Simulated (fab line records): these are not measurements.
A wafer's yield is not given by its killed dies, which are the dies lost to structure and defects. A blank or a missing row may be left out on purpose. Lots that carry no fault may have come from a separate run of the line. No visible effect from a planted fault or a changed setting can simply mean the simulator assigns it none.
Split-lot experiment | flow berkeley_cmos170 | 23 wafers read from 5 lots, route of 331 steps

== THE SPLIT ==
At UCB170_M1_PEB_07, the setting peb_temp_c was moved away from the recipe's 130 C on 8 of the 23 wafers read, by -2.7% to +2.3%. This setting was run at the recipe's value on the other wafers.

== FROM THE SPLIT TO THE READING: what the file shows between them, 5 steps ==
- UCB170_M1_DEVELOP_08: develop time 45 s
- UCB170_M1_CD_MEAS_09: target cd 700 nm
- UCB170_M1_ETCH_11: etches BARC in N2/H2
- UCB170_M1_METAL_ETCH_12: etches Al in Cl2/BCl3, stops on PSG, target depth 780 nm, time 130 s
- UCB170_M1_STRIP_13: strips in O2

== THE READING ==
Shown in nm: cd_nm at UCB170_M1_CD_MEAS_90, with target cd 700 nm. Typical for fault-free wafers on this fab line: 701.2 nm, with standard deviation 1.9 nm.

wafer  | tool, chamber at the split | peb_temp_c as run, C | against the recipe | cd_nm, nm | against lot-mates on the recipe
L074.1 | litho_track-04, 0          | 130                  | recipe             | 700.3     | -
L074.2 | litho_track-04, 0          | 133                  | +2.3%              | 681.6     | -17.9
L074.4 | litho_track-04, 0          | 133                  | +2.3%              | 682.6     | -16.9
L074.5 | litho_track-04, 0          | 130                  | recipe             | 700.5     | -
L074.6 | litho_track-04, 0          | 130                  | recipe             | 697.7     | -
L075.2 | litho_track-04, 0          | 126.5                | -2.7%              | 727.8     | +26.1
L075.3 | litho_track-04, 0          | 126.5                | -2.7%              | 727.0     | +25.3
L075.4 | litho_track-04, 0          | 130                  | recipe             | 703.9     | -
L075.5 | litho_track-04, 0          | 126.5                | -2.7%              | 730.8     | +29.1
L075.6 | litho_track-04, 0          | 130                  | recipe             | 699.5     | -
L078.2 | litho_track-02, 0          | 130                  | recipe             | 702.1     | -
L078.3 | litho_track-02, 0          | 130                  | recipe             | 701.6     | -
L078.4 | litho_track-02, 0          | 130                  | recipe             | 702.2     | -
L078.5 | litho_track-02, 0          | 130                  | recipe             | 701.4     | -
L078.6 | litho_track-02, 0          | 130                  | recipe             | 701.6     | -
L079.1 | litho_track-03, 0          | 130                  | recipe             | 698.0     | -
L079.2 | litho_track-03, 0          | 130                  | recipe             | 698.7     | -
L079.3 | litho_track-03, 0          | 130                  | recipe             | 698.0     | -
L084.1 | litho_track-02, 0          | 130                  | recipe             | 702.5     | -
L084.3 | litho_track-02, 0          | 127.3                | -2.1%              | 722.7     | +19.8
L084.4 | litho_track-02, 0          | 127.3                | -2.1%              | 722.9     | +20.0
L084.5 | litho_track-02, 0          | 130                  | recipe             | 703.3     | -
L084.6 | litho_track-02, 0          | 127.3                | -2.1%              | 722.3     | +19.4

FIT RESULTS
A straight line over all 23 wafers: cd_nm changes by -9.69 nm for each +1% of peb_temp_c; r = -0.99; the points scatter about the line by 2.1 nm.
The same after taking each lot's own level away (the mean of its wafers on the recipe; 23 wafers): -9.11 nm for each +1%; r = -0.99; scatter 1.6 nm.
On that fit, the largest move of peb_temp_c shifts the reading by 25 nm.
The span of the lots' own levels, 698.23 to 702.90 nm, comes to 2.5 times the standard deviation stated above.
Consequently the slope shifts little with the lot-to-lot level, the two slopes agreeing.
Check: with one of the wafers moved furthest among these (-2.7%) left out of the fit, the line predicts +25.1 nm for it against its lot-mates. It came out at +26.1 nm against them.

== THE WHOLE CHAIN: every reading that the file lists as answering this split, in the file's order ==
step                    | what it does                                                         | reading                                                   | change (the file's fit)              | r (the file's)
UCB170_M1_CD_MEAS_09    | target cd 700 nm                                                     | cd_nm                                                     | -9.14 nm for each +1% of the setting | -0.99
UCB170_M1_ETCH_11       | etches BARC in N2/H2                                                 | M1.cd_nm (the simulator's own value, which no gauge read) | -9.21 nm for each +1% of the setting | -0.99
UCB170_M1_METAL_ETCH_12 | etches Al in Cl2/BCl3, stops on PSG, target depth 780 nm, time 130 s | M1.cd_nm (the simulator's own value, which no gauge read) | -9.14 nm for each +1% of the setting | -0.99
UCB170_M1_CD_MEAS_90    | target cd 700 nm                                                     | cd_nm                                                     | -9.09 nm for each +1% of the setting | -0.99

== FILE'S OWN FIT ==
cd_nm changes by -9.09 nm for each +1% of peb_temp_c, r = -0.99.
